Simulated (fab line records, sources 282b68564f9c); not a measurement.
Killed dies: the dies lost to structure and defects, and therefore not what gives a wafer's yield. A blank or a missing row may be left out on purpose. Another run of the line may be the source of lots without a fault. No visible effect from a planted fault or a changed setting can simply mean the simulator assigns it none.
fab line records || flow ritCmos
record: {"lots": 5, "wafers": 23}
route steps=202 shown M1@196
startH: hours from the record's first day to the start of the lot's first wafer shown || waitH: how many hours have passed since the lot's step before this one || " identical to the entry in the row above || L1.1+2: a row that stands for several wafers || - no value present, or no start provided || * or withheld: withheld || < > ~ a bound
route shown NAME@n: names a module that has steps shown in the file, with the first one's number in the route || usual: the fault-free wafers' mean and standard deviation || same: alike in all rows || chamber/n: place in a boat || sites: each site's reading || _std_site: how widely they spread, as a standard deviation || _edge_site: the outer-site mean with the inner-site mean subtracted || radiusMm: for every site, how far away it sits from the centre of the wafer || mask NAME#n: copy n || behind: the most recent tool/chamber to have shaped the wafer || hold: reason for holding the lot/hours on hold/outcome of the hold || device: whichever transistor did not switch (one of n, p or np) || end of line: the route-end tests of the same wafers || a step with no rows: only its recipe || killed: the dies lost at the first sort to structure and to defects; this is not the yield of the wafer || map: per-die view of a wafer (x killed, . not killed, _ where there is no die)
set.NAME: the run value of the setting; set.NAME@STEP: its run value at that earlier step || model.NAME: the simulator's own value behind a step, which no gauge read
lots where settings were altered on purpose, with a table for each step and a row for each wafer
== steps ==
step: RIT_M1_METAL_ETCH_12
recipe: {"stopOn": "SiO2", "chemistry": "Cl2/BCl3", "target": "Al", "timeS": 165, "overEtchFrac": 0.5, "pressureMtorr": 100, "targetDepthA": 6000, "rfW": 250, "Cl2_flow_sccm": 60, "bcl3FlowSccm": 50}
{"lot.wafer": "L074.3", "tool": "rieMetal-04", "chamber": 1, "startH": 66.32, "waitH": 0.2, "set.overEtchFrac": 0.5, "set.timeS@CONTACT_CVD_00": 61, "model.SiO2_of_CONTACT_CVD_00.thkNm": 354.7, "model.NOVOLAK_of_M1_COAT_04.thkNm": 807.2}
{"lot.wafer": "L074.5", "tool": "rieMetal-04", "chamber": 0, "startH": 66.32, "waitH": 0.2, "set.overEtchFrac": 0.5, "set.timeS@CONTACT_CVD_00": 61, "model.SiO2_of_CONTACT_CVD_00.thkNm": 377.5, "model.NOVOLAK_of_M1_COAT_04.thkNm": 830.6}
{"lot.wafer": "L074.6", "tool": "rieMetal-04", "chamber": 1, "startH": 66.32, "waitH": 0.2, "set.overEtchFrac": 0.5, "set.timeS@CONTACT_CVD_00": 61, "model.SiO2_of_CONTACT_CVD_00.thkNm": 365.9, "model.NOVOLAK_of_M1_COAT_04.thkNm": 812.7}
{"lot.wafer": "L076.1+3+6", "tool": "rieMetal-02", "chamber": 1, "startH": 74.94, "waitH": 0.2, "set.overEtchFrac": 0.5, "set.timeS@CONTACT_CVD_00": 61, "model.SiO2_of_CONTACT_CVD_00.thkNm": "-", "model.NOVOLAK_of_M1_COAT_04.thkNm": "-"}
{"lot.wafer": "L076.4", "tool": "rieMetal-02", "chamber": 0, "startH": 74.94, "waitH": 0.2, "set.overEtchFrac": 0.5, "set.timeS@CONTACT_CVD_00": 61, "model.SiO2_of_CONTACT_CVD_00.thkNm": 356.7, "model.NOVOLAK_of_M1_COAT_04.thkNm": 799.2}
{"lot.wafer": "L076.5", "tool": "rieMetal-02", "chamber": 0, "startH": 74.94, "waitH": 0.2, "set.overEtchFrac": 0.5, "set.timeS@CONTACT_CVD_00": 61, "model.SiO2_of_CONTACT_CVD_00.thkNm": 358.6, "model.NOVOLAK_of_M1_COAT_04.thkNm": 796.8}
{"lot.wafer": "L077.1", "tool": "rieMetal-01", "chamber": 0, "startH": 80.42, "waitH": 0.2, "set.overEtchFrac": 0.3735, "set.timeS@CONTACT_CVD_00": 61, "model.SiO2_of_CONTACT_CVD_00.thkNm": 363.9, "model.NOVOLAK_of_M1_COAT_04.thkNm": 833}
{"lot.wafer": "L077.2", "tool": "rieMetal-01", "chamber": 1, "startH": 80.42, "waitH": 0.2, "set.overEtchFrac": 0.5, "set.timeS@CONTACT_CVD_00": 56.02, "model.SiO2_of_CONTACT_CVD_00.thkNm": 324.3, "model.NOVOLAK_of_M1_COAT_04.thkNm": 793.7}
{"lot.wafer": "L077.4", "tool": "rieMetal-01", "chamber": 0, "startH": 80.42, "waitH": 0.2, "set.overEtchFrac": 0.5, "set.timeS@CONTACT_CVD_00": 61, "model.SiO2_of_CONTACT_CVD_00.thkNm": 366.3, "model.NOVOLAK_of_M1_COAT_04.thkNm": 804.8}
{"lot.wafer": "L077.5", "tool": "rieMetal-01", "chamber": 1, "startH": 80.42, "waitH": 0.2, "set.overEtchFrac": 0.5, "set.timeS@CONTACT_CVD_00": 56.02, "model.SiO2_of_CONTACT_CVD_00.thkNm": 328.5, "model.NOVOLAK_of_M1_COAT_04.thkNm": 794.3}
{"lot.wafer": "L077.6", "tool": "rieMetal-01", "chamber": 0, "startH": 80.42, "waitH": 0.2, "set.overEtchFrac": 0.3735, "set.timeS@CONTACT_CVD_00": 56.02, "model.SiO2_of_CONTACT_CVD_00.thkNm": 326.5, "model.NOVOLAK_of_M1_COAT_04.thkNm": 838.5}
{"lot.wafer": "L080.1", "tool": "rieMetal-01", "chamber": 0, "startH": 90.71, "waitH": 0.2, "set.overEtchFrac": 0.5, "set.timeS@CONTACT_CVD_00": 57.13, "model.SiO2_of_CONTACT_CVD_00.thkNm": "-", "model.NOVOLAK_of_M1_COAT_04.thkNm": "-"}
{"lot.wafer": "L080.2", "tool": "rieMetal-01", "chamber": 1, "startH": 90.71, "waitH": 0.2, "set.overEtchFrac": 0.5713, "set.timeS@CONTACT_CVD_00": 57.13, "model.SiO2_of_CONTACT_CVD_00.thkNm": 336.8, "model.NOVOLAK_of_M1_COAT_04.thkNm": 787}
{"lot.wafer": "L080.3", "tool": "rieMetal-01", "chamber": 0, "startH": 90.71, "waitH": 0.2, "set.overEtchFrac": 0.5, "set.timeS@CONTACT_CVD_00": 61, "model.SiO2_of_CONTACT_CVD_00.thkNm": 360.6, "model.NOVOLAK_of_M1_COAT_04.thkNm": 810.3}
{"lot.wafer": "L080.4", "tool": "rieMetal-01", "chamber": 1, "startH": 90.71, "waitH": 0.2, "set.overEtchFrac": 0.5713, "set.timeS@CONTACT_CVD_00": 57.13, "model.SiO2_of_CONTACT_CVD_00.thkNm": "-", "model.NOVOLAK_of_M1_COAT_04.thkNm": "-"}
{"lot.wafer": "L080.5", "tool": "rieMetal-01", "chamber": 0, "startH": 90.71, "waitH": 0.2, "set.overEtchFrac": 0.5713, "set.timeS@CONTACT_CVD_00": 61, "model.SiO2_of_CONTACT_CVD_00.thkNm": "-", "model.NOVOLAK_of_M1_COAT_04.thkNm": "-"}
{"lot.wafer": "L083.1", "tool": "rieMetal-01", "chamber": 0, "startH": 104.22, "waitH": 0.2, "set.overEtchFrac": 0.4346, "set.timeS@CONTACT_CVD_00": 61, "model.SiO2_of_CONTACT_CVD_00.thkNm": 361.7, "model.NOVOLAK_of_M1_COAT_04.thkNm": 812.9}
{"lot.wafer": "L083.2", "tool": "rieMetal-01", "chamber": 1, "startH": 104.22, "waitH": 0.2, "set.overEtchFrac": 0.5, "set.timeS@CONTACT_CVD_00": 61, "model.SiO2_of_CONTACT_CVD_00.thkNm": 354.3, "model.NOVOLAK_of_M1_COAT_04.thkNm": 794.6}
{"lot.wafer": "L083.3", "tool": "rieMetal-01", "chamber": 0, "startH": 104.22, "waitH": 0.2, "set.overEtchFrac": 0.4346, "set.timeS@CONTACT_CVD_00": 61, "model.SiO2_of_CONTACT_CVD_00.thkNm": 358.4, "model.NOVOLAK_of_M1_COAT_04.thkNm": 820.5}
{"lot.wafer": "L083.5", "tool": "rieMetal-01", "chamber": 0, "startH": 104.22, "waitH": 0.2, "set.overEtchFrac": 0.4346, "set.timeS@CONTACT_CVD_00": 61, "model.SiO2_of_CONTACT_CVD_00.thkNm": 367.1, "model.NOVOLAK_of_M1_COAT_04.thkNm": 814.4}
{"lot.wafer": "L083.6", "tool": "rieMetal-01", "chamber": 1, "startH": 104.22, "waitH": 0.2, "set.overEtchFrac": 0.5, "set.timeS@CONTACT_CVD_00": 61, "model.SiO2_of_CONTACT_CVD_00.thkNm": 361.4, "model.NOVOLAK_of_M1_COAT_04.thkNm": 792.2}
step: RIT_M1_STRIP_13
recipe: {"chemistry": "nmp", "resist": "NOVOLAK", "tempC": 80, "timeS": 600, "dry": "n2Spin"}
step: RIT_M1_STRIP_14
recipe: {"chemistry": "O2", "timeS": 180, "platenTempC": "withheld", "powerW": 500, "pressureMtorr": 4000, "o2FlowSccm": 4000}
step: RIT_M1_ANNEAL_15
recipe: {"tempC": 450, "timeS": 1800, "ambient": "forming_gas_H2N2"}
step: RIT_M1_PROBE_99
usual: {"killedAtContacts": "0.1/0.32", "killedAtFrontEnd": "7.0/2.9", "killedDies": "7.2/2.9", "killedOpen": "3.4/2", "killedShort": "3.7/2.1"}
same: {"grossDies": 264, "killed_at_M0_to_M3": 0, "killed_at_M4_up": 0, "killedAtBackSide": 0, "killedAtOther": 0}
{"lot.wafer": "L074.3", "tool": "prober-01", "chamber": "-", "startH": 69.86, "waitH": 0.2, "set.tempC@ACTIVE_OXIDATION_01": 1000, "killedAtContacts": 0, "killedAtFrontEnd": 10, "killedDies": 10, "killedOpen": 1, "killedShort": 9, "model.etest.nmosNarrow.driveUaUm": 226.6}
{"lot.wafer": "L074.5", "tool": "prober-01", "chamber": "-", "startH": 69.96, "waitH": 0.2, "set.tempC@ACTIVE_OXIDATION_01": 1000, "killedAtContacts": 0, "killedAtFrontEnd": 3, "killedDies": 3, "killedOpen": 2, "killedShort": 1, "model.etest.nmosNarrow.driveUaUm": 228.3}
{"lot.wafer": "L074.6", "tool": "prober-01", "chamber": "-", "startH": 70.01, "waitH": 0.2, "set.tempC@ACTIVE_OXIDATION_01": 1000, "killedAtContacts": 0, "killedAtFrontEnd": 14, "killedDies": 14, "killedOpen": 8, "killedShort": 6, "model.etest.nmosNarrow.driveUaUm": 224}
{"lot.wafer": "L076.1", "tool": "prober-02", "chamber": "-", "startH": 77.19, "waitH": 0.1, "set.tempC@ACTIVE_OXIDATION_01": 1000, "killedAtContacts": 0, "killedAtFrontEnd": 8, "killedDies": 8, "killedOpen": 4, "killedShort": 4, "model.etest.nmosNarrow.driveUaUm": 220}
{"lot.wafer": "L076.3", "tool": "prober-02", "chamber": "-", "startH": 77.29, "waitH": 0.2, "set.tempC@ACTIVE_OXIDATION_01": 1000, "killedAtContacts": 0, "killedAtFrontEnd": 6, "killedDies": 6, "killedOpen": 4, "killedShort": 2, "model.etest.nmosNarrow.driveUaUm": 213}
{"lot.wafer": "L076.4", "tool": "prober-02", "chamber": "-", "startH": 77.34, "waitH": 0.2, "set.tempC@ACTIVE_OXIDATION_01": 1000, "killedAtContacts": 0, "killedAtFrontEnd": 8, "killedDies": 8, "killedOpen": 1, "killedShort": 7, "model.etest.nmosNarrow.driveUaUm": 215.8}
{"lot.wafer": "L076.5", "tool": "prober-02", "chamber": "-", "startH": 77.39, "waitH": 0.2, "set.tempC@ACTIVE_OXIDATION_01": 1000, "killedAtContacts": 0, "killedAtFrontEnd": 8, "killedDies": 8, "killedOpen": 4, "killedShort": 4, "model.etest.nmosNarrow.driveUaUm": 222}
{"lot.wafer": "L076.6", "tool": "prober-02", "chamber": "-", "startH": 77.44, "waitH": 0.2, "set.tempC@ACTIVE_OXIDATION_01": 1000, "killedAtContacts": 0, "killedAtFrontEnd": 5, "killedDies": 5, "killedOpen": 2, "killedShort": 3, "model.etest.nmosNarrow.driveUaUm": 218.3}
{"lot.wafer": "L077.1", "tool": "prober-01", "chamber": "-", "startH": 82.69, "waitH": 0.1, "set.tempC@ACTIVE_OXIDATION_01": 1017, "killedAtContacts": 0, "killedAtFrontEnd": 7, "killedDies": 7, "killedOpen": 4, "killedShort": 3, "model.etest.nmosNarrow.driveUaUm": 200.9}
{"lot.wafer": "L077.2", "tool": "prober-01", "chamber": "-", "startH": 82.74, "waitH": 0.1, "set.tempC@ACTIVE_OXIDATION_01": 1017, "killedAtContacts": 0, "killedAtFrontEnd": 5, "killedDies": 5, "killedOpen": 5, "killedShort": 0, "model.etest.nmosNarrow.driveUaUm": 194.9}
{"lot.wafer": "L077.4", "tool": "prober-01", "chamber": "-", "startH": 82.84, "waitH": 0.2, "set.tempC@ACTIVE_OXIDATION_01": 1017, "killedAtContacts": 0, "killedAtFrontEnd": 14, "killedDies": 14, "killedOpen": 9, "killedShort": 5, "model.etest.nmosNarrow.driveUaUm": 197.1}
{"lot.wafer": "L077.5", "tool": "prober-01", "chamber": "-", "startH": 82.89, "waitH": 0.2, "set.tempC@ACTIVE_OXIDATION_01": 1017, "killedAtContacts": 0, "killedAtFrontEnd": 8, "killedDies": 8, "killedOpen": 5, "killedShort": 3, "model.etest.nmosNarrow.driveUaUm": 198.8}
{"lot.wafer": "L077.6", "tool": "prober-01", "chamber": "-", "startH": 82.94, "waitH": 0.2, "set.tempC@ACTIVE_OXIDATION_01": 1017, "killedAtContacts": 0, "killedAtFrontEnd": 5, "killedDies": 5, "killedOpen": 0, "killedShort": 5, "model.etest.nmosNarrow.driveUaUm": 193.1}
{"lot.wafer": "L080.1", "tool": "prober-02", "chamber": "-", "startH": 93.65, "waitH": 0.1, "set.tempC@ACTIVE_OXIDATION_01": 976.2, "killedAtContacts": 0, "killedAtFrontEnd": 7, "killedDies": 7, "killedOpen": 5, "killedShort": 2, "model.etest.nmosNarrow.driveUaUm": 246.5}
{"lot.wafer": "L080.2", "tool": "prober-02", "chamber": "-", "startH": 93.70, "waitH": 0.1, "set.tempC@ACTIVE_OXIDATION_01": 976.2, "killedAtContacts": 0, "killedAtFrontEnd": 3, "killedDies": 3, "killedOpen": 2, "killedShort": 1, "model.etest.nmosNarrow.driveUaUm": 249.4}
{"lot.wafer": "L080.3", "tool": "prober-02", "chamber": "-", "startH": 93.75, "waitH": 0.2, "set.tempC@ACTIVE_OXIDATION_01": 976.2, "killedAtContacts": 0, "killedAtFrontEnd": 5, "killedDies": 5, "killedOpen": 4, "killedShort": 1, "model.etest.nmosNarrow.driveUaUm": 247.6}
{"lot.wafer": "L080.4", "tool": "prober-02", "chamber": "-", "startH": 93.80, "waitH": 0.2, "set.tempC@ACTIVE_OXIDATION_01": 976.2, "killedAtContacts": 1, "killedAtFrontEnd": 3, "killedDies": 4, "killedOpen": 3, "killedShort": 1, "model.etest.nmosNarrow.driveUaUm": 245.6}
{"lot.wafer": "L080.5", "tool": "prober-02", "chamber": "-", "startH": 93.85, "waitH": 0.2, "set.tempC@ACTIVE_OXIDATION_01": 976.2, "killedAtContacts": 0, "killedAtFrontEnd": 3, "killedDies": 3, "killedOpen": 0, "killedShort": 3, "model.etest.nmosNarrow.driveUaUm": 245.4}
{"lot.wafer": "L083.1", "tool": "prober-01", "chamber": "-", "startH": 106.48, "waitH": 0.1, "set.tempC@ACTIVE_OXIDATION_01": 1000, "killedAtContacts": 0, "killedAtFrontEnd": 3, "killedDies": 3, "killedOpen": 1, "killedShort": 1, "model.etest.nmosNarrow.driveUaUm": 225.4}
{"lot.wafer": "L083.2", "tool": "prober-01", "chamber": "-", "startH": 106.53, "waitH": 0.1, "set.tempC@ACTIVE_OXIDATION_01": 1000, "killedAtContacts": 0, "killedAtFrontEnd": 7, "killedDies": 7, "killedOpen": 2, "killedShort": 5, "model.etest.nmosNarrow.driveUaUm": 227.2}
{"lot.wafer": "L083.3", "tool": "prober-01", "chamber": "-", "startH": 106.58, "waitH": 0.2, "set.tempC@ACTIVE_OXIDATION_01": 1000, "killedAtContacts": 0, "killedAtFrontEnd": 8, "killedDies": 8, "killedOpen": 3, "killedShort": 5, "model.etest.nmosNarrow.driveUaUm": 226.4}
{"lot.wafer": "L083.5", "tool": "prober-01", "chamber": "-", "startH": 106.68, "waitH": 0.2, "set.tempC@ACTIVE_OXIDATION_01": 1000, "killedAtContacts": 0, "killedAtFrontEnd": 9, "killedDies": 9, "killedOpen": 3, "killedShort": 6, "model.etest.nmosNarrow.driveUaUm": 226.8}
{"lot.wafer": "L083.6", "tool": "prober-01", "chamber": "-", "startH": 106.73, "waitH": 0.2, "set.tempC@ACTIVE_OXIDATION_01": 1000, "killedAtContacts": 0, "killedAtFrontEnd": 7, "killedDies": 7, "killedOpen": 4, "killedShort": 2, "model.etest.nmosNarrow.driveUaUm": 231.2}
killed by level:class
L074.3 SPACER:geometricParticle:short=6 FOX2:geometricParticle:short=1 GATE:geometricParticle:short=1 SPACER:geometricParticle:open=1 SILICIDE:geometricParticle:short=1
L074.5 FOX1:geometricParticle:short=1 FOX1:geometricParticle:open=1 SILICIDE:geometricParticle:open=1
L074.6 GATE:geometricParticle:open=3 SPACER:geometricParticle:short=2 FOX1:geometricParticle:short=1 FOX1:geometricParticle:open=1 FOX2:geometricParticle:open=1 GATE:geometricParticle:short=1 REOX:geometricParticle:open=1 REOX:geometricParticle:short=1
L076.1 FOX1:geometricParticle:open=3 SILICIDE:geometricParticle:short=2 GATE:geometricParticle:short=1 REOX:geometricParticle:open=1 REOX:geometricParticle:short=1
L076.3 FOX1:geometricParticle:short=1 FOX2:geometricParticle:open=1 GATE:geometricParticle:open=1 REOX:geometricParticle:open=1 SILICIDE:geometricParticle:short=1 SILICIDE:geometricParticle:open=1
L076.4 GATE:geometricParticle:short=2 SILICIDE:geometricParticle:short=2 FOX1:geometricParticle:open=1 FOX2:geometricParticle:short=1 REOX:geometricParticle:short=1 SPACER:geometricParticle:short=1
L076.5 REOX:geometricParticle:open=2 REOX:geometricParticle:short=2 FOX1:geometricParticle:short=1 GATE:geometricParticle:open=1 SPACER:geometricParticle:open=1 SILICIDE:geometricParticle:short=1
L076.6 GATE:geometricParticle:short=3 SPACER:geometricParticle:open=2
L077.1 GATE:geometricParticle:short=2 SPACER:geometricParticle:open=2 FOX1:geometricParticle:open=1 GATE:geometricParticle:open=1 SPACER:geometricParticle:short=1
L077.2 GATE:geometricParticle:open=2 FOX2:geometricParticle:open=1 REOX:geometricParticle:open=1 SILICIDE:geometricParticle:open=1
L077.4 REOX:geometricParticle:short=5 REOX:geometricParticle:open=5 FOX1:geometricParticle:open=2 SILICIDE:geometricParticle:open=2
L077.5 GATE:geometricParticle:open=2 GATE:geometricParticle:short=2 REOX:geometricParticle:open=2 SPACER:geometricParticle:open=1 FOX1:geometricParticle:short=1
L077.6 SPACER:geometricParticle:short=2 FOX1:geometricParticle:short=1 GATE:geometricParticle:short=1 REOX:geometricParticle:short=1
L080.1 FOX1:geometricParticle:open=2 GATE:geometricParticle:open=2 FOX1:geometricParticle:short=1 GATE:geometricParticle:short=1 REOX:geometricParticle:open=1
L080.2 GATE:geometricParticle:open=1 GATE:geometricParticle:short=1 REOX:geometricParticle:open=1
L080.3 GATE:geometricParticle:open=2 FOX1:geometricParticle:open=1 FOX2:geometricParticle:open=1 GATE:geometricParticle:short=1
L080.4 FOX1:geometricParticle:short=1 GATE:geometricParticle:open=1 SPACER:geometricParticle:open=1 CONTACT:geometricParticle:open=1
L080.5 FOX1:geometricParticle:short=3
L083.1 REOX:geometricParticle:open=1 SILICIDE:geometricParticle:short=1 GATE:coatMicrobubblePrinted=1
L083.2 FOX2:geometricParticle:short=2 FOX2:geometricParticle:open=1 GATE:geometricParticle:short=1 REOX:geometricParticle:open=1 REOX:geometricParticle:short=1 STARTING-WAFER:geometricParticle:short=1
L083.3 GATE:geometricParticle:short=2 GATE:geometricParticle:open=2 SILICIDE:geometricParticle:open=1 REOX:geometricParticle:short=1 SPACER:geometricParticle:short=1 SILICIDE:geometricParticle:short=1
L083.5 GATE:geometricParticle:open=3 GATE:geometricParticle:short=2 ACTIVE:geometricParticle:short=1 REOX:geometricParticle:short=1 SPACER:geometricParticle:short=1 SILICIDE:geometricParticle:short=1
L083.6 GATE:geometricParticle:open=2 GATE:geometricParticle:short=2 REOX:geometricParticle:open=2 GATE:coatMicrobubblePrinted=1
== key ==
split: {"step": "RIT_M1_METAL_ETCH_12", "setting": "overEtchFrac", "stated": 0.5, "by": "wafer"}
response: {"step": "RIT_M1_METAL_ETCH_12", "reading": "model.NOVOLAK_of_M1_COAT_04.thkNm", "change": -1.56, "per": "1%", "r": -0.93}
split outsideThisFile step=RIT_ACTIVE_OXIDATION_01 setting=tempC
split outsideThisFile step=RIT_CONTACT_CVD_00 setting=timeS
split outsideThisFile: this setting was split too, and the file shows its column; the key of that split is in another file
